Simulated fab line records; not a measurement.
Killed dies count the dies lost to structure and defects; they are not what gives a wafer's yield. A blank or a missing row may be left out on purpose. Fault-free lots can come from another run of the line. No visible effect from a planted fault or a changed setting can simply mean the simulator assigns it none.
Which tool is to blame?    flow berkeley_cmos170    42 wafers from 14 lots sampled at 3 of the route's 331 steps

## WHAT THE GAUGES READ, wafer by wafer
UCB170_GATE_CD_MEAS_90 targets a cd of 350 nm. Usual: cd_nm 350.3 nm, standard deviation 1.7.
lot   measured      on         cd_nm (nm)         flag
L739  day 7 12:18   cd_sem-02  348.6 349.9 349.9  
L740  day 8 03:58   cd_sem-02  349.2 349.9 348.5  
L743  day 8 04:13   cd_sem-02  349.8 349.6 351.3  
L744  day 8 04:49   cd_sem-02  350.3 348.4 349.5  
L741  day 8 05:03   cd_sem-02  351.6 352.1 350.8  
L745  day 8 18:56   cd_sem-02  352.7 351.0 352.4  
L746  day 8 19:11   cd_sem-02  352.9 350.7 350.7  
L749  day 9 02:28   cd_sem-02  348.7 348.9 349.5  
L750  day 9 10:44   cd_sem-02  348.7 347.9 349.0  
L753  day 10 08:53  cd_sem-02  350.5 348.8 350.3  
L752  day 10 09:02  cd_sem-02  351.6 351.4 350.2  
L757  day 11 10:29  cd_sem-02  351.3 349.4 349.5  
L759  day 11 10:47  cd_sem-02  350.1 349.9 350.0  
L760  day 11 19:12  cd_sem-01  352.2 351.8 353.8  

UCB170_V2_CD_MEAS_90 targets a cd of 700 nm. Usual: cd_nm 699.7 nm, standard deviation 1.5.
lot   measured      on         cd_nm (nm)         flag
L739  day 9 09:50   cd_sem-02  698.9 701.4 698.0  
L740  day 10 02:04  cd_sem-01  699.8 699.1 700.9  
L743  day 10 02:20  cd_sem-01  697.4 697.1 696.5  
L744  day 10 06:04  cd_sem-02  698.4 698.5 697.5  
L741  day 10 05:42  cd_sem-02  699.2 699.7 701.0  
L745  day 10 16:36  cd_sem-01  698.9 700.2 699.2  
L746  day 10 20:02  cd_sem-02  702.1 701.0 701.1  
L749  day 10 20:52  cd_sem-01  703.1 701.5 702.3  
L750  day 11 03:50  cd_sem-01  700.6 699.0 700.7  
L753  day 11 18:53  cd_sem-02  699.4 697.7 698.5  
L752  day 11 20:31  cd_sem-02  701.9 702.2 702.2  
L757  day 12 23:47  cd_sem-02  698.3 698.9 698.1  
L759  day 12 22:28  cd_sem-01  700.0 698.9 699.6  
L760  day 13 07:20  cd_sem-02  699.5 698.2 697.2  

UCB170_M3_RS_MEAS_02: uses a four-point probe to measure. Usual: M3_AL_RS 0.0321 ohm/sq, standard deviation 0.0003.
lot   measured      on             M3_AL_RS (ohm/sq)     flag
L739  day 9 10:06   film_metro-02  0.0314 0.0314 0.0317  
L740  day 10 02:20  film_metro-03  0.0323 0.0324 0.0326  
L743  day 10 02:36  film_metro-02  0.0319 0.0317 0.0317  
L744  day 10 06:20  film_metro-03  0.0320 0.0318 0.0321  
L741  day 10 05:58  film_metro-03  0.0322 0.0326 0.0322  
L745  day 10 16:52  film_metro-03  0.0322 0.0326 0.0323  
L746  day 10 20:19  film_metro-02  0.0319 0.0321 0.0319  
L749  day 10 21:08  film_metro-02  0.0316 0.0318 0.0318  
L750  day 11 04:06  film_metro-01  0.0323 0.0322 0.0318  
L753  day 11 19:10  film_metro-03  0.0324 0.0326 0.0322  
L752  day 11 20:47  film_metro-02  0.0326 0.0323 0.0324  
L757  day 13 00:03  film_metro-03  0.0320 0.0321 0.0320  
L759  day 12 22:44  film_metro-03  0.0325 0.0327 0.0327  
L760  day 13 07:37  film_metro-03  0.0325 0.0323 0.0327  

## WHAT TOOL EACH LOT RAN ON (gives the tool, then ch and the chambers of the sampled wafers, and finally the start)
No process step before these readings appears in the record.

## WHAT THE TOOLS THEMSELVES READ (means of the sampled wafers that have a number; where no wafer has one, the mark that the record gives instead)
The record holds no such reading with a usual standard deviation.

## THE ANSWER, worked out from the rows above alone
Rule: a lot counts as off when the mean over its wafers that have a number is more than 3 standard deviations away from the usual mean. Also off: a lot with no number at a reading for which 4 or more lots have one. Where the step has rows for the other lots, those lots are counted as sound. After the gauges, taken in route order, come the tools' own readings; for these a lot's mean is taken, as printed above. The first step at which some lot is off is used, and at that step the reading that is off furthest; a lot without a number counts as furthest.
No lot is off at any reading shown: from this, nothing can be told.

## WHAT THE SIMULATOR HAD INSERTED
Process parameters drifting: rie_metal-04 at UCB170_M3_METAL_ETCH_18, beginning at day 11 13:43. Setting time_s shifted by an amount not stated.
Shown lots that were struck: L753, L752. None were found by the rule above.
